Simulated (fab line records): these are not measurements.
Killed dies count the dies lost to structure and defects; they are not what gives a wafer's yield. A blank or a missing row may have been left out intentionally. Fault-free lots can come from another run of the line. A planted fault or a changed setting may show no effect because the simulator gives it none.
The same fault as seen by 2 desks | flow berkeley-cmos170 | each desk has only its own numbers; what lay behind them comes last

FROM THE METROLOGY DESK
Lot by lot, what the gauges showed, no matter which tool ran the lot: averages of those sampled wafers that carry a number. The brackets show how far a lot's mean lies from the usual mean; more than 4 standard deviations puts the lot out of limits, marked OUT.
Columns: A = cd-nm at UCB170_ACTIVE_CD_MEAS_90, usual 1199.7 nm; B = cd-nm at UCB170_V2_CD_MEAS_90, usual 699.7 nm
lot  | first seen here | A      | B
L583 | day 5 12:02     | 1199.6 | 701.3
L584 | day 5 20:37     | 1203.1 | 699.1
L586 | day 6 06:50     | 1199.0 | 698.0
L585 | day 6 07:02     | 1197.3 | 699.5
L587 | day 6 15:44     | 1200.1 | 698.5
L589 | day 6 16:02     | 1199.1 | 698.5
L590 | day 6 16:18     | 1200.1 | 700.7
L592 | day 7 18:13     | 1199.3 | 703.7
L596 | day 7 18:30     | 1197.8 | 699.4
L594 | day 7 18:52     | 1198.9 | 703.4
L597 | day 7 19:07     | 1198.9 | 698.2
L598 | day 8 07:35     | 1199.7 | 700.1
L600 | day 8 08:02     | 1202.9 | 699.5
L604 | day 9 10:34     | 1200.6 | 697.2
This desk's verdict: no lot among the 14 shows anything out of limits.

FOR THE TOOL OWNER'S DESK: rie-diel-04
The tool's own readings at UCB170_V2_ETCH_14 (etches SiO2 in CHF3/CF4/Ar, stops on Al, target depth 1250 nm, time 291 s): means of the sampled wafers that have a number, for each lot that ran on this tool. The brackets show how far a lot's mean lies from the usual mean; more than 4 standard deviations puts the lot out of limits, marked OUT.
Columns: A = drypump-motor-current-A at UCB170_V2_ETCH_14, usual 5.7 A; B = oes-product-au at UCB170_V2_ETCH_14, usual 0.877 a.u.; C = throttle-valve-pct at UCB170_V2_ETCH_14, usual 6.95 %
lot  | first seen here | A   | B     | C
L585 | day 10 05:22    | 5.7 | 0.880 | 6.91
L589 | day 11 03:39    | 5.8 | 0.875 | 6.93
L594 | day 11 19:57    | 5.7 | 0.886 | 6.96
L592 | day 12 02:26    | 5.7 | 0.875 | 6.95
This desk's verdict: no lot among the 4 shows anything out of limits.

PUT TOGETHER
Metrology desk: nothing out of limits seen.
The desk of the tool owner found nothing out of limits.

WHAT THE SIMULATOR HAD PUT IN
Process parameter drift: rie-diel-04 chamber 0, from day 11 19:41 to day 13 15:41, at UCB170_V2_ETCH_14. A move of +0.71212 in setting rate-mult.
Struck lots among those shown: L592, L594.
